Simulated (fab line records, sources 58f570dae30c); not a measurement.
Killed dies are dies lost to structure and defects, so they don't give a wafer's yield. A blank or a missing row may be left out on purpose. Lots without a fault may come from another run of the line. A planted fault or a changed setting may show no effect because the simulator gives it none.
One fault seen from 2 desks | flow berkeley_cmos170 | each desk has only its own numbers; what lay behind them comes last

THE METROLOGY DESK
What the gauges read, lot by lot, whatever tool the lot ran on: means of the sampled wafers that have a number. A lot is out of limits, marked OUT, if its mean lies more than 4 standard deviations from the usual mean; the brackets give that distance.
Columns: A = V1_OVL at UCB170_V1_OVL_MEAS_13, usual 3 nm; B = cd_nm at UCB170_V1_CD_MEAS_90, usual 700.2 nm; C = M3_AL_RS at UCB170_M3_RS_MEAS_02, usual 0.0322 ohm/sq; D = M3_AL_THK at UCB170_M3_THK_MEAS_03, usual 907 nm
lot  | first seen here | A  | B     | C                 | D
L486 | day 8 04:29     | 4  | 700.1 | 0.0323            | 911
L485 | day 8 04:56     | 6  | 700.6 | 0.0325            | 907
L489 | day 8 20:53     | 3  | 699.8 | 0.0323            | 909
L487 | day 8 21:17     | -4 | 703.9 | 0.0325            | 901
L492 | day 9 15:14     | -3 | 700.6 | 0.0317            | 917
L493 | day 9 15:30     | -2 | 700.3 | 0.0303 (-5.2) OUT | 972 (+5.9) OUT
L496 | day 10 02:04    | -0 | 698.6 | 0.0309            | 941
L501 | day 10 19:55    | -3 | 701.2 | 0.0325            | 893
L500 | day 10 20:26    | 4  | 701.0 | 0.0326            | 901
L502 | day 11 09:26    | 5  | 698.6 | 0.0325            | 905
L503 | day 11 21:12    | 0  | 699.6 | 0.0320            | 905
L504 | day 11 21:16    | -2 | 701.0 | 0.0322            | 914
L506 | day 11 23:30    | 6  | 700.7 | 0.0323            | 910
L507 | day 12 03:48    | -2 | 701.7 | 0.0318            | 922
This desk's finding: out of limits on L493; first on L493, day 9 21:48 (M3_AL_RS at UCB170_M3_RS_MEAS_02). In limits: L486, L485, L489, L487, L492, L496, L501, L500, L502, L503, L504, L506, L507.

THE TOOL OWNER'S DESK: pvd_sputter-02
The tool's own readings at UCB170_M3_SPUTTER_01 (material Al, target thk 900 nm, time 120 s): means of the sampled wafers that have a number, for each lot that ran on this tool. A lot is out of limits, marked OUT, if its mean lies more than 4 standard deviations from the usual mean; the brackets give that distance.
Columns: A = throttle_valve_pct at UCB170_M3_SPUTTER_01, usual 30.0 %
lot  | first seen here | A
L486 | day 8 12:05     | 30.4
L493 | day 9 21:43     | 30.5
L496 | day 10 08:10    | 30.1
This desk's finding: nothing out of limits on any of the 3 lots.

PUT TOGETHER
The metrology desk could have raised an alarm at day 9 21:48, on L493.
The tool owner's desk saw nothing out of limits.
The tool owner's desk has L493 on record, within its limits.
Of the lots named, all ran UCB170_M3_SPUTTER_01 on pvd_sputter-02.

WHAT THE SIMULATOR HAD PUT IN
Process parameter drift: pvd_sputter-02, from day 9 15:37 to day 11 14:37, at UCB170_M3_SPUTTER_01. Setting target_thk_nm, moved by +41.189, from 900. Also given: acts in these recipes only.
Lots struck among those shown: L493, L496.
Hours from the fault's start to each desk's first reading out of limits: the metrology desk, 6.
